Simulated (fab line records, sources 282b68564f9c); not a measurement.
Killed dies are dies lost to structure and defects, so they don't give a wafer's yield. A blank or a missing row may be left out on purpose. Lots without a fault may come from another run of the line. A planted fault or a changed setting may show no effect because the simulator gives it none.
fab line records | flow rit_cmos
record lots=5 wafers=15 last_day=6
route steps=202 shown CONTACT@172 M1@184
lots that met no fault: from a run of the same line without faults
start_h: hours from the record's first day to the start of the lot's first wafer shown | wait_h: hours since the lot's step before | " the same as in the row above | L1.1+2: a row that stands for several wafers | - no value, or no start given | * or withheld: withheld | < > ~ a bound
route shown NAME@n: a module of which the file shows steps, and the number in the route of the first | usual: mean/standard deviation of fault-free wafers | same: alike in all rows | chamber/n: place in a boat | sites: the reading at each site | _std_site: their standard deviation | _edge_site: outer sites' mean less inner sites' | radius_mm: how far each site lies from the wafer's centre | mask NAME#n: copy n | behind: the tool/chamber that last shaped the wafer | hold: why the lot was held/for how many hours/how that ended | device: the transistor (n, p or np) that didn't switch | end of line: the same wafers' tests at the end of the route | a step without rows: its recipe alone | killed: dies lost to structure and defects at the first sort, not the wafer's yield | map: a wafer's dies, x killed, . not, _ none there
set.NAME: the setting as run; set.NAME@STEP: as run at that earlier step | model.NAME: the simulator's own value behind a step, which no gauge read
lots at some steps of the route; a table a step, a row a wafer
services: from which hour (start_h, from the record's first day; less than 0 if before it) a tool's chamber was out of use, for how many hours, and why
## steps
# step RIT_CONTACT_SOFTBAKE_04
# recipe resist=NOVOLAK temp_c=90 time_s=60
# columns lot.wafer tool chamber start_h wait_h
L081.2+4+5 litho_track-01 0 86.14 0.1
L083.2+4+5 litho_track-02 0 103.34 0.1
L084.1+2+3 litho_track-01 0 106.98 0.1
L087.1+3+6 litho_track-02 0 125.82 0.1
L089.1+4+5 litho_track-01 0 130.91 0.1
# step RIT_CONTACT_EXPOSE_05
# recipe mask_id=M11 na=0.6 source_shape=conventional sigma_outer=0.5 target_cd_nm=1000 dose_mj=250
# usual reticle_temp_C=23.01/0.11
# columns lot.wafer tool chamber start_h wait_h mask reticle_temp_C
L081.2 iline_stepper-01 0 86.41 0.2 M11#0 23.15
L081.4 " 0 " " M11#0 23.06
L081.5 " 0 " " M11#0 22.92
L083.2 iline_stepper-01 0 103.48 0.1 M11#0 23.01
L083.4 " 0 " " M11#0 23.04
L083.5 " 0 " " M11#0 23.02
L084.1 iline_stepper-02 0 107.26 0.2 M11#0 22.94
L084.2 " 0 " " M11#0 23.06
L084.3 " 0 " " M11#0 22.96
L087.1 iline_stepper-01 0 125.97 0.1 M11#0 22.99
L087.3 " 0 " " M11#0 22.85
L087.6 " 0 " " M11#0 22.71
L089.1 iline_stepper-02 0 131.18 0.2 M11#0 23.03
L089.4 " 0 " " M11#0 23.01
L089.5 " 0 " " M11#0 23.08
# step RIT_CONTACT_PEB_06
# recipe resist=NOVOLAK temp_c=withheld time_s=withheld
# columns lot.wafer tool chamber start_h wait_h
L081.2+4+5 litho_track-04 0 86.53 0.1
L083.2+4+5 litho_track-02 0 103.60 0.1
L084.1+2+3 litho_track-04 0 107.38 0.1
L087.1+3+6 litho_track-01 0 126.09 0.1
L089.1+4+5 litho_track-02 0 131.30 0.1
# step RIT_CONTACT_DEVELOP_07
# recipe resist=NOVOLAK develop_time_s=120 dev_temp_c=23
# columns lot.wafer tool chamber start_h wait_h
L081.2+4+5 litho_track-04 0 - -
L083.2+4+5 litho_track-02 0 - -
L084.1+2+3 litho_track-04 0 - -
L087.1+3+6 litho_track-01 0 - -
L089.1+4+5 litho_track-02 0 - -
# step RIT_CONTACT_CD_MEAS_08
# recipe target_cd_nm=1000
# usual cd_nm=999.5/2
# columns lot.wafer tool chamber start_h wait_h cd_nm
L081.2 cd_sem-02 - 86.93 - 1000.0
L081.4 " - " " 999.7
L081.5 " - " " 1001.6
L083.2 cd_sem-02 - 104.00 - 996.7
L083.4 " - " " 999.9
L083.5 " - " " 999.5
L084.1 cd_sem-02 - 107.78 - 1002.7
L084.2 " - " " 1000.9
L084.3 " - " " 1002.9
L087.1 cd_sem-02 - 126.49 - 997.4
L087.3 " - " " 998.6
L087.6 " - " " 997.4
L089.1 cd_sem-01 - 131.70 - 999.9
L089.4 " - " " 999.8
L089.5 " - " " 1000.5
# step RIT_CONTACT_OVL_MEAS_09
# usual CONTACT_OVL=0.2/1.4
# columns lot.wafer tool chamber start_h wait_h CONTACT_OVL[nm]
L081.2 overlay-01 - 87.03 0.1 3.4
L081.4 " - " " 1.0
L081.5 " - " " 1.4
L083.2 overlay-02 - 104.10 0.1 0.0
L083.4 " - " " 0.1
L083.5 " - " " -1.7
L084.1 overlay-01 - 107.90 0.1 -1.7
L084.2 " - " " 1.4
L084.3 " - " " -0.2
L087.1 overlay-02 - 126.61 0.1 2.9
L087.3 " - " " 0.8
L087.6 " - " " 2.2
L089.1 overlay-02 - 131.82 0.1 -1.4
L089.4 " - " " -1.2
L089.5 " - " " -1.5
# step RIT_CONTACT_HARDBAKE_10
# recipe resist=NOVOLAK temp_c=140 time_s=60
# columns lot.wafer tool chamber start_h wait_h
L081.2+4+5 litho_track-02 0 87.09 0.0
L083.2+4+5 litho_track-02 0 104.32 0.2
L084.1+2+3 litho_track-04 0 107.93 0.0
L087.1+3+6 litho_track-01 0 126.64 0.0
L089.1+4+5 litho_track-02 0 131.86 0.0
# step RIT_CONTACT_ETCH_11
# recipe target_depth_a=4800 over_etch_frac=0.2 stop_on=TiSi2 chemistry=CHF3/CF4/Ar target=SiO2 CHF3_flow_sccm=50 cf4_flow_sccm=10 Ar_flow_sccm=100 O2_flow_sccm=5 pressure_mtorr=100 rf_w=200 time_s=320
# usual chamber_pressure_mTorr=99.99/0.092 drypump_motor_current_A=5.8/0.41 oes_product_au=0.981/0.015 throttle_valve_pct=8.89/0.11
# same over_etch_frac=0.2
# columns lot.wafer tool chamber start_h wait_h chamber_pressure_mTorr drypump_motor_current_A oes_product_au rf_hours_counter_h throttle_valve_pct
L081.2 rie_diel-03 3 87.21 0.1 100.05 6.0 0.966 5 8.71
L081.4 " 1 " " 99.97 5.3 0.967 2 8.86
L081.5 " 1 " " 100.15 5.3 0.972 - 8.87
L083.2 rie_diel-04 3 104.44 0.1 100.15 5.5 0.985 1 9.02
L083.4 " 2 " " 100.17 6.3 1.003 - 8.81
L083.5 " 3 " " 100.11 5.5 0.982 - 9.00
L084.1 rie_diel-01 2 108.08 0.1 99.98 5.4 0.990 9 8.90
L084.2 " 3 " " 99.96 4.6 0.972 115 8.97
L084.3 " 0 " " 100.02 5.8 0.977 90 8.82
L087.1 rie_diel-04 1 126.79 0.1 99.91 5.7 0.987 1 9.02
L087.3 " 3 " " 99.92 5.5 0.984 2 9.01
L087.6 " 2 " " 99.94 6.4 1.009 - 8.82
L089.1 rie_diel-01 0 132.01 0.1 99.95 5.9 0.973 90 8.83
L089.4 " 1 " " 99.95 6.1 0.948 138 8.66
L089.5 " 0 " " 99.92 5.9 0.974 - 8.82
# step RIT_CONTACT_STRIP_12
# recipe chemistry=O2 time_s=180 resist=NOVOLAK platen_temp_c=withheld power_w=500 pressure_mtorr=4000 o2_flow_sccm=4000
# usual chamber_pressure_mTorr=4000/3.6 drypump_motor_current_A=5.37/0.26
# columns lot.wafer tool chamber start_h wait_h chamber_pressure_mTorr drypump_motor_current_A rf_hours_counter_h
L081.2 plasma_asher-01 0 87.41 0.1 4000 5.32 44
L081.4 " 1 " " 4002 5.28 -
L081.5 " 0 " " 3994 5.28 -
L083.2 plasma_asher-01 1 104.64 0.1 4001 5.25 45
L083.4 " 1 " " 3999 5.26 -
L083.5 " 1 " " 4002 5.27 -
L084.1 plasma_asher-02 1 108.28 0.1 4004 5.37 32
L084.2 " 0 " " 4002 5.40 32
L084.3 " 0 " " 3999 5.36 -
L087.1 plasma_asher-03 1 126.99 0.1 3999 4.96 49
L087.3 " 1 " " 4004 4.95 -
L087.6 " 0 " " 4001 5.90 -
L089.1 plasma_asher-02 0 132.20 0.1 4003 5.35 35
L089.4 " 1 " " 3997 5.40 -
L089.5 " 1 " " 4004 5.46 -
# step RIT_CONTACT_CD_MEAS_90
# recipe target_cd_nm=1000
# usual cd_nm=999.5/2
# columns lot.wafer tool chamber start_h wait_h cd_nm
L081.2 cd_sem-02 - 87.60 0.1 999.7
L081.4 " - " " 999.8
L081.5 " - " " 1001.6
L083.2 cd_sem-02 - 104.83 0.1 996.9
L083.4 " - " " 1000.2
L083.5 " - " " 999.7
L084.1 cd_sem-02 - 108.45 0.1 1002.3
L084.2 " - " " 1001.0
L084.3 " - " " 1002.3
L087.1 cd_sem-01 - 127.16 0.1 997.3
L087.3 " - " " 998.8
L087.6 " - " " 996.8
L089.1 cd_sem-01 - 132.38 0.1 999.5
L089.4 " - " " 999.4
L089.5 " - " " 1000.4
# step RIT_CONTACT_CLEAN_13
# recipe chemistry=SC1 mix=3:3:50 time_s=600 temp_c=75
# usual bath_heat_duty_pct=15.7/1.8
# columns lot.wafer tool chamber start_h wait_h bath_heat_duty_pct
L081.2 wet_bench-02 2 87.70 0.1 14.8
L081.4 " 2 " " 16.1
L081.5 " 2 " " 15.4
L083.2 wet_bench-04 0 104.93 0.1 13.9
L083.4 " 0 " " 14.8
L083.5 " 0 " " 16.5
L084.1 wet_bench-04 2 108.57 0.1 19.2
L084.2 " 2 " " 17.6
L084.3 " 2 " " 17.1
L087.1 wet_bench-02 3 127.28 0.1 17.6
L087.3 " 3 " " 17.6
L087.6 " 3 " " 18.7
L089.1 wet_bench-02 3 132.50 0.1 18.9
L089.4 " 3 " " 16.0
L089.5 " 3 " " 16.9
# step RIT_CONTACT_CLEAN_14
# recipe chemistry=SC2 mix=3:3:50 time_s=600 temp_c=75 dry=n2_spin
# usual bath_heat_duty_pct=15.7/1.9
# columns lot.wafer tool chamber start_h wait_h bath_heat_duty_pct
L081.2 wet_bench-04 0 87.88 0.0 13.8
L081.4 " 0 " " 14.9
L081.5 " 0 " " 15.8
L083.2 wet_bench-02 3 105.11 0.0 17.5
L083.4 " 3 " " 18.6
L083.5 " 3 " " 17.5
L084.1 wet_bench-02 1 108.75 0.0 20.7
L084.2 " 1 " " 18.8
L084.3 " 1 " " 18.3
L087.1 wet_bench-04 3 127.46 0.0 14.2
L087.3 " 3 " " 14.2
L087.6 " 3 " " 13.3
L089.1 wet_bench-03 1 132.85 0.0 15.6
L089.4 " 1 " " 15.3
L089.5 " 1 " " 13.7
# step RIT_M1_SPUTTER_00
# recipe material=Al target_thk_nm=400 power_w=2000 chamber_pressure_pa=0.4 gas=Ar time_s=500 substrate_temp_c=25
# usual chamber_pressure_pa=0.4001/0.00075 throttle_valve_pct=30.3/1.2
# columns lot.wafer tool chamber start_h wait_h chamber_pressure_pa throttle_valve_pct
L081.2 pvd_sputter-03 - 88.05 0.0 0.4001 28.9
L081.4 " - " " 0.3994 29.5
L081.5 " - " " 0.3990 31.5
L083.2 pvd_sputter-03 - 105.28 0.0 0.4010 29.0
L083.4 " - " " 0.3992 29.6
L083.5 " - " " 0.4010 31.7
L084.1 pvd_sputter-02 - 108.92 0.0 0.4002 32.0
L084.2 " - " " 0.3986 29.2
L084.3 " - " " 0.4009 29.3
L087.1 pvd_sputter-03 - 127.67 0.0 0.4003 29.3
L087.3 " - " " 0.4010 29.6
L087.6 " - " " 0.4001 29.6
L089.1 pvd_sputter-03 - 133.02 0.0 0.4010 29.0
L089.4 " - " " 0.4006 29.9
L089.5 " - " " 0.4014 29.6
# step RIT_M1_RS_MEAS_01
# recipe thk_meas_gauge=four-point-probe reads=Al_of_M1_SPUTTER_00
# usual M1_AL_RS=0.0729/0.00064
# columns lot.wafer tool chamber start_h wait_h M1_AL_RS[ohm/sq]
L081.2 film_metro-02 - 88.37 0.2 0.0734
L081.4 " - " " 0.0729
L081.5 " - " " 0.0726
L083.2 film_metro-04 - 105.60 0.2 0.0730
L083.4 " - " " 0.0724
L083.5 " - " " 0.0719
L084.1 film_metro-01 - 109.22 0.1 0.0734
L084.2 " - " " 0.0722
L084.3 " - " " 0.0737
L087.1 film_metro-02 - 127.96 0.1 0.0732
L087.3 " - " " 0.0736
L087.6 " - " " 0.0739
L089.1 film_metro-02 - 133.32 0.1 0.0734
L089.4 " - " " 0.0731
L089.5 " - " " 0.0732
# step RIT_M1_THK_MEAS_02
# recipe thk_meas_gauge=xrf reads=Al_of_M1_SPUTTER_00
# usual M1_AL_THK=397/3.8
# columns lot.wafer tool chamber start_h wait_h M1_AL_THK[nm]
L081.2 film_metro-02 - 88.48 0.1 396
L081.4 " - " " 400
L081.5 " - " " 398
L083.2 film_metro-04 - 105.71 0.1 395
L083.4 " - " " 399
L083.5 " - " " 402
L084.1 film_metro-01 - 109.34 0.1 395
L084.2 " - " " 400
L084.3 " - " " 393
L087.1 film_metro-02 - 128.08 0.1 397
L087.3 " - " " 393
L087.6 " - " " 391
L089.1 film_metro-02 - 133.44 0.1 395
L089.4 " - " " 396
L089.5 " - " " 397
# step RIT_M1_HMDS_03
# recipe prime_time_s=60 prime_temp_c=140
# columns lot.wafer tool chamber start_h wait_h
L081.2+4+5 litho_track-02 0 88.55 0.1
L083.2+4+5 litho_track-02 0 105.78 0.1
L084.1+2+3 litho_track-02 0 109.40 0.1
L087.1+3+6 litho_track-02 0 128.14 0.1
L089.1+4+5 litho_track-02 0 133.57 0.1
# step RIT_M1_COAT_04
# recipe resist=NOVOLAK spin_rpm=2000 resist_thk_nm=1300
# same dispense_pressure_kPa=44
# columns lot.wafer tool chamber start_h wait_h
L081.2+4+5 litho_track-02 0 88.70 0.1
L083.2+4+5 litho_track-02 0 105.93 0.1
L084.1+2+3 litho_track-02 0 109.55 0.1
L087.1+3+6 litho_track-02 0 128.29 0.1
L089.1+4+5 litho_track-02 0 133.72 0.1
# step RIT_M1_SOFTBAKE_05
# recipe resist=NOVOLAK temp_c=90 time_s=60
# columns lot.wafer tool chamber start_h wait_h
L081.2+4+5 litho_track-02 0 88.85 0.1
L083.2+4+5 litho_track-02 0 106.08 0.1
L084.1+2+3 litho_track-02 0 109.70 0.1
L087.1+3+6 litho_track-02 0 128.44 0.1
L089.1+4+5 litho_track-02 0 133.87 0.1
# step RIT_M1_EXPOSE_06
# recipe mask_id=M12 na=0.6 source_shape=conventional sigma_outer=0.5 target_cd_nm=2600 dose_mj=250
# usual reticle_temp_C=22.99/0.097
# columns lot.wafer tool chamber start_h wait_h mask reticle_temp_C
L081.2 iline_stepper-02 0 88.99 0.1 M12#0 23.02
L081.4 " 0 " " M12#0 22.85
L081.5 " 0 " " M12#0 23.07
L083.2 iline_stepper-02 0 106.35 0.2 M12#0 22.96
L083.4 " 0 " " M12#0 22.90
L083.5 " 0 " " M12#0 23.00
L084.1 iline_stepper-02 0 109.85 0.1 M12#0 23.02
L084.2 " 0 " " M12#0 23.04
L084.3 " 0 " " M12#0 22.96
L087.1 iline_stepper-02 0 128.59 0.1 M12#0 22.99
L087.3 " 0 " " M12#0 22.96
L087.6 " 0 " " M12#0 22.96
L089.1 iline_stepper-01 0 134.02 0.1 M12#0 23.27
L089.4 " 0 " " M12#0 23.23
L089.5 " 0 " " M12#0 23.22
# step RIT_M1_PEB_07
# recipe resist=NOVOLAK temp_c=withheld time_s=withheld
# columns lot.wafer tool chamber start_h wait_h
L081.2+4+5 litho_track-02 0 89.12 0.1
L083.2+4+5 litho_track-02 0 106.47 0.1
L084.1+2+3 litho_track-02 0 109.96 0.1
L087.1+3+6 litho_track-03 0 128.71 0.1
L089.1+4+5 litho_track-04 0 134.13 0.1
# step RIT_M1_DEVELOP_08
# recipe resist=NOVOLAK develop_time_s=68 dev_temp_c=23
# columns lot.wafer tool chamber start_h wait_h
L081.2+4+5 litho_track-02 0 - -
L083.2+4+5 litho_track-02 0 - -
L084.1+2+3 litho_track-02 0 - -
L087.1+3+6 litho_track-03 0 - -
L089.1+4+5 litho_track-04 0 - -
# step RIT_M1_CD_MEAS_09
# recipe target_cd_nm=2600
# usual cd_nm=2600.3/2.3
# columns lot.wafer tool chamber start_h wait_h cd_nm
L081.2 cd_sem-01 - 89.43 - 2595.0
L081.4 " - " " 2597.6
L081.5 " - " " 2594.9
L083.2 cd_sem-02 - 106.78 - 2601.9
L083.4 " - " " 2601.2
L083.5 " - " " 2604.7
L084.1 cd_sem-02 - 110.28 - 2603.9
L084.2 " - " " 2602.3
L084.3 " - " " 2598.5
L087.1 cd_sem-02 - 129.02 - 2603.8
L087.3 " - " " 2602.5
L087.6 " - " " 2603.6
L089.1 cd_sem-02 - 134.45 - 2600.2
L089.4 " - " " 2600.3
L089.5 " - " " 2601.2
# step RIT_M1_OVL_MEAS_10
# usual M1_OVL=-0.6/1.5
# columns lot.wafer tool chamber start_h wait_h M1_OVL[nm]
L081.2 overlay-02 - 89.53 0.1 -3.0
L081.4 " - " " -3.0
L081.5 " - " " -0.1
L083.2 overlay-01 - 106.89 0.1 0.7
L083.4 " - " " 2.2
L083.5 " - " " 1.7
L084.1 overlay-02 - 110.40 0.1 -1.4
L084.2 " - " " -0.2
L084.3 " - " " -1.0
L087.1 overlay-02 - 129.14 0.1 -1.7
L087.3 " - " " -2.3
L087.6 " - " " -1.4
L089.1 overlay-01 - 134.57 0.1 0.9
L089.4 " - " " 0.6
L089.5 " - " " -0.8
# step RIT_M1_HARDBAKE_11
# recipe resist=NOVOLAK temp_c=140 time_s=120
# columns lot.wafer tool chamber start_h wait_h
L081.2+4+5 litho_track-04 0 89.60 0.1
L083.2+4+5 litho_track-04 0 106.96 0.1
L084.1+2+3 litho_track-02 0 110.43 0.0
L087.1+3+6 litho_track-02 0 129.18 0.0
L089.1+4+5 litho_track-03 0 134.60 0.0
# step RIT_M1_METAL_ETCH_12
# recipe stop_on=SiO2 chemistry=Cl2/BCl3 target=Al time_s=165 over_etch_frac=0.5 pressure_mtorr=100 target_depth_a=6000 rf_w=250 Cl2_flow_sccm=60 bcl3_flow_sccm=50
# usual chamber_pressure_mTorr=100.00/0.088 drypump_motor_current_A=5.61/0.12 oes_product_au=0.777/0.013 throttle_valve_pct=8.34/0.073
# same over_etch_frac=0.5
# columns lot.wafer tool chamber start_h wait_h chamber_pressure_mTorr drypump_motor_current_A oes_product_au rf_hours_counter_h throttle_valve_pct
L081.2 rie_metal-04 1 89.81 0.2 100.00 5.56 0.765 0.9 8.30
L081.4 " 0 " " 99.99 5.83 0.790 - 8.39
L081.5 " 1 " " 99.96 5.55 0.775 - 8.32
L083.2 rie_metal-01 1 107.17 0.2 99.90 5.55 0.775 4.7 8.24
L083.4 " 1 " " 99.82 5.52 0.777 - 8.23
L083.5 " 1 " " 99.99 5.54 0.783 - 8.24
L084.1 rie_metal-04 1 110.68 0.2 100.07 5.54 0.768 1.1 8.30
L084.2 " 0 " " 99.86 5.84 0.797 1.1 8.40
L084.3 " 0 " " 100.09 5.81 0.787 - 8.41
L087.1 rie_metal-04 1 129.43 0.2 99.91 5.57 0.768 1.3 8.31
L087.3 " 0 " " 100.08 5.83 0.772 - 8.40
L087.6 " 0 " " 100.01 5.83 0.785 - 8.39
L089.1 rie_metal-01 0 134.85 0.2 99.88 5.68 0.764 5.4 8.38
L089.4 " 1 " " 100.10 5.54 0.778 - 8.23
L089.5 " 1 " " 99.97 5.56 0.778 - 8.24
# step RIT_M1_STRIP_13
# recipe chemistry=nmp resist=NOVOLAK temp_c=80 time_s=600 dry=n2_spin
# usual bath_heat_duty_pct=17.5/2
# columns lot.wafer tool chamber start_h wait_h bath_heat_duty_pct
L081.2 wet_bench-01 1 89.97 0.1 15.7
L081.4 " 1 " " 17.2
L081.5 " 1 " " 16.4
L083.2 wet_bench-02 2 107.33 0.1 17.8
L083.4 " 2 " " 16.0
L083.5 " 2 " " 18.0
L084.1 wet_bench-01 3 110.84 0.1 14.5
L084.2 " 3 " " 16.7
L084.3 " 3 " " 15.8
L087.1 wet_bench-03 2 129.59 0.1 16.3
L087.3 " 2 " " 15.3
L087.6 " 2 " " 15.2
L089.1 wet_bench-01 2 135.01 0.1 17.2
L089.4 " 2 " " 16.3
L089.5 " 2 " " 16.7
# step RIT_M1_STRIP_14
# recipe chemistry=O2 time_s=180 platen_temp_c=withheld power_w=500 pressure_mtorr=4000 o2_flow_sccm=4000
# usual chamber_pressure_mTorr=4000/3.8 drypump_motor_current_A=5.5/0.39
# columns lot.wafer tool chamber start_h wait_h chamber_pressure_mTorr drypump_motor_current_A rf_hours_counter_h
L081.2 plasma_asher-02 0 90.15 0.0 3992 5.4 30
L081.4 " 1 " " 3991 5.4 -
L081.5 " 1 " " 4002 5.4 -
L083.2 plasma_asher-04 1 107.50 0.0 3998 5.2 46
L083.4 " 1 " " 4005 5.2 -
L083.5 " 0 " " 4000 5.9 -
L084.1 plasma_asher-02 1 111.02 0.0 3999 5.5 33
L084.2 " 0 " " 4001 5.4 33
L084.3 " 1 " " 4002 5.4 -
L087.1 plasma_asher-03 0 129.76 0.0 4004 5.9 49
L087.3 " 1 " " 4003 5.0 -
L087.6 " 1 " " 4000 5.0 -
L089.1 plasma_asher-02 0 135.19 0.0 3995 5.3 36
L089.4 " 1 " " 4004 5.4 -
L089.5 " 0 " " 4004 5.3 -
# step RIT_M1_CD_MEAS_90
# recipe target_cd_nm=2600
# usual cd_nm=2599.9/2.7
# columns lot.wafer tool chamber start_h wait_h cd_nm
L081.2 cd_sem-01 - 90.34 0.1 2595.2
L081.4 " - " " 2595.7
L081.5 " - " " 2595.2
L083.2 cd_sem-01 - 107.70 0.1 2601.3
L083.4 " - " " 2600.6
L083.5 " - " " 2605.6
L084.1 cd_sem-01 - 111.19 0.1 2606.2
L084.2 " - " " 2600.2
L084.3 " - " " 2597.1
L087.1 cd_sem-02 - 129.94 0.1 2606.7
L087.3 " - " " 2601.8
L087.6 " - " " 2604.2
L089.1 cd_sem-01 - 135.36 0.1 2598.9
L089.4 " - " " 2598.9
L089.5 " - " " 2599.6
# step RIT_M1_ANNEAL_15
# recipe temp_c=450 time_s=1800 ambient=forming_gas_H2N2
# usual spike_tc_centre_C=452.5/1.2 zone_power_load_pct=7.4/0.49
# columns lot.wafer tool chamber start_h wait_h spike_tc_centre_C zone_power_load_pct
L081.2 - - 90.44 0.1 455.0 7.1
L081.4 " - " " 452.9 7.0
L081.5 " - " " 451.9 7.1
L083.2 - - 108.14 0.4 451.5 7.1
L083.4 " - " " 452.7 7.1
L083.5 " - " " 454.7 7.0
L084.1 - - 111.94 0.7 451.7 7.8
L084.2 " - " " 450.6 7.7
L084.3 " - " " 450.9 7.9
L087.1 - - 130.06 0.1 451.1 7.8
L087.3 " - " " 452.3 7.7
L087.6 " - " " 451.7 7.8
L089.1 - - 135.48 0.1 451.7 8.1
L089.4 " - " " 452.6 7.9
L089.5 " - " " 453.6 8.1
# step RIT_M1_BOW_MEAS_16
# recipe mode=bow
# usual M1_BOW=17/6.4
# columns lot.wafer tool chamber start_h wait_h M1_BOW[um]
L081.2 film_metro-04 - 91.96 0.0 15
L081.4 " - " " 29
L081.5 " - " " 16
L083.2 film_metro-01 - 109.66 0.0 15
L083.4 " - " " 17
L083.5 " - " " 16
L084.1 film_metro-04 - 113.44 0.0 16
L084.2 " - " " 18
L084.3 " - " " 32
L087.1 film_metro-01 - 131.56 0.0 16
L087.3 " - " " 20
L087.6 " - " " 21
L089.1 film_metro-01 - 136.98 0.0 22
L089.4 " - " " 4
L089.5 " - " " 12
# step RIT_M1_PROBE_99
# usual defect_limited_yield=97.4/1 killed_at_contacts=0.1/0.31 killed_at_front_end=6.8/2.7 killed_dies=6.9/2.7 killed_open=3.3/1.8 killed_short=3.5/1.8 sort_bin_3_pad_short=0.2/0.23 sort_bin_5_function=1.5/0.86 sort_bin_6_memory=1.0/0.61 sort_n_pass=257.1/2.7 sort_yield_pct=97.4/1
# same gross_dies=264 killed_at_M0_to_M3=0 killed_at_M4_up=0 killed_at_back_side=0 killed_at_other=0
# columns lot.wafer tool chamber start_h wait_h defect_limited_yield[%] killed_at_contacts killed_at_front_end killed_dies killed_open killed_short sort_bin_3_pad_short[%] sort_bin_5_function[%] sort_bin_6_memory[%] sort_n_pass sort_yield_pct[%]
L081.2 prober-02 - 92.11 0.1 97.7 1 5 6 3 3 0.4 1.5 0.4 258.0 97.7
L081.4 prober-02 - 92.21 0.2 98.9 1 2 3 0 3 0.4 0 0.8 261.0 98.9
L081.5 prober-02 - 92.26 0.2 97.3 0 7 7 3 4 0 1.5 1.1 257.0 97.3
L083.2 prober-01 - 109.81 0.1 96.6 1 8 9 4 5 0.4 2.3 0.8 255.0 96.6
L083.4 prober-01 - 109.91 0.2 98.1 0 5 5 2 3 0 0.4 1.5 259.0 98.1
L083.5 prober-01 - 109.96 0.2 98.1 0 5 5 2 3 0 0.8 1.1 259.0 98.1
L089.1 prober-01 - 137.10 0.1 97.3 0 7 7 5 2 0 1.9 0.8 257.0 97.3
L089.4 prober-01 - 137.25 0.2 97.3 1 6 7 3 4 0.4 1.5 0.8 257.0 97.3
L089.5 prober-01 - 137.30 0.2 96.2 0 10 10 5 5 0.4 1.9 1.5 254.0 96.2
# killed by level:class
L081.2 GATE:geometric_particle:short=1 GATE:geometric_particle:open=1 REOX:geometric_particle:short=1 REOX:geometric_particle:open=1 SILICIDE:geometric_particle:open=1 CONTACT:geometric_particle:short=1
L081.4 FOX1:geometric_particle:short=1 REOX:geometric_particle:short=1 CONTACT:geometric_particle:short=1
L081.5 SILICIDE:geometric_particle:short=2 FOX1:geometric_particle:open=1 GATE:geometric_particle:short=1 REOX:geometric_particle:open=1 REOX:geometric_particle:short=1 SPACER:geometric_particle:open=1
L083.2 FOX1:geometric_particle:open=2 SILICIDE:geometric_particle:short=2 FOX1:geometric_particle:short=1 FOX2:geometric_particle:short=1 GATE:geometric_particle:open=1 SILICIDE:geometric_particle:open=1 CONTACT:geometric_particle:short=1
L083.4 FOX1:geometric_particle:short=1 GATE:geometric_particle:short=1 GATE:geometric_particle:open=1 SILICIDE:geometric_particle:short=1 SILICIDE:geometric_particle:open=1
L083.5 FOX1:geometric_particle:short=2 GATE:geometric_particle:open=1 REOX:geometric_particle:short=1 SPACER:geometric_particle:open=1
L089.1 GATE:geometric_particle:short=2 REOX:geometric_particle:open=2 SPACER:geometric_particle:open=2 GATE:geometric_particle:open=1
L089.4 GATE:geometric_particle:short=2 FOX1:geometric_particle:open=1 GATE:geometric_particle:open=1 REOX:geometric_particle:short=1 SPACER:geometric_particle:short=1 CONTACT:geometric_particle:open=1
L089.5 FOX1:geometric_particle:short=2 SPACER:geometric_particle:short=2 SPACER:geometric_particle:open=2 GATE:geometric_particle:open=1 GATE:geometric_particle:short=1 REOX:geometric_particle:open=1 SILICIDE:geometric_particle:open=1
## services
# columns tool chamber start_h hours kind
rie_diel-04 1 66.01 - clean
rie_diel-04 1 66.01 15.0 scheduled_down
rie_diel-04 1 66.01 15.0 vent_cycle
furnace-03 - 69.08 15.7 pm
rie_metal-04 - 70.45 0.3 repair
rie_diel-01 3 73.26 4.4 repair
furnace-02 - 74.13 13.5 pm
rie_diel-03 - 95.47 0.4 repair
iline_stepper-01 0 95.57 - calibration
furnace-02 - 98.00 2.6 pm
rie_diel-04 0 104.39 7.0 repair
plasma_asher-01 - 108.75 9.0 pm
plasma_asher-01 0 108.75 9.0 vent_cycle
plasma_asher-01 1 108.75 9.0 vent_cycle
plasma_asher-04 - 116.28 1.5 repair
plasma_asher-01 0 117.75 - clean
plasma_asher-01 1 117.75 - clean
rie_metal-01 - 123.17 0.8 repair
rie_diel-03 0 123.72 - clean
rie_diel-03 0 123.72 12.9 scheduled_down
rie_diel-03 0 123.72 12.9 vent_cycle
pvd_sputter-02 - 126.57 2.8 repair
furnace-01 - 129.02 3.8 pm
litho_track-04 - 129.04 - consumable_replace:filter
## key
fault none
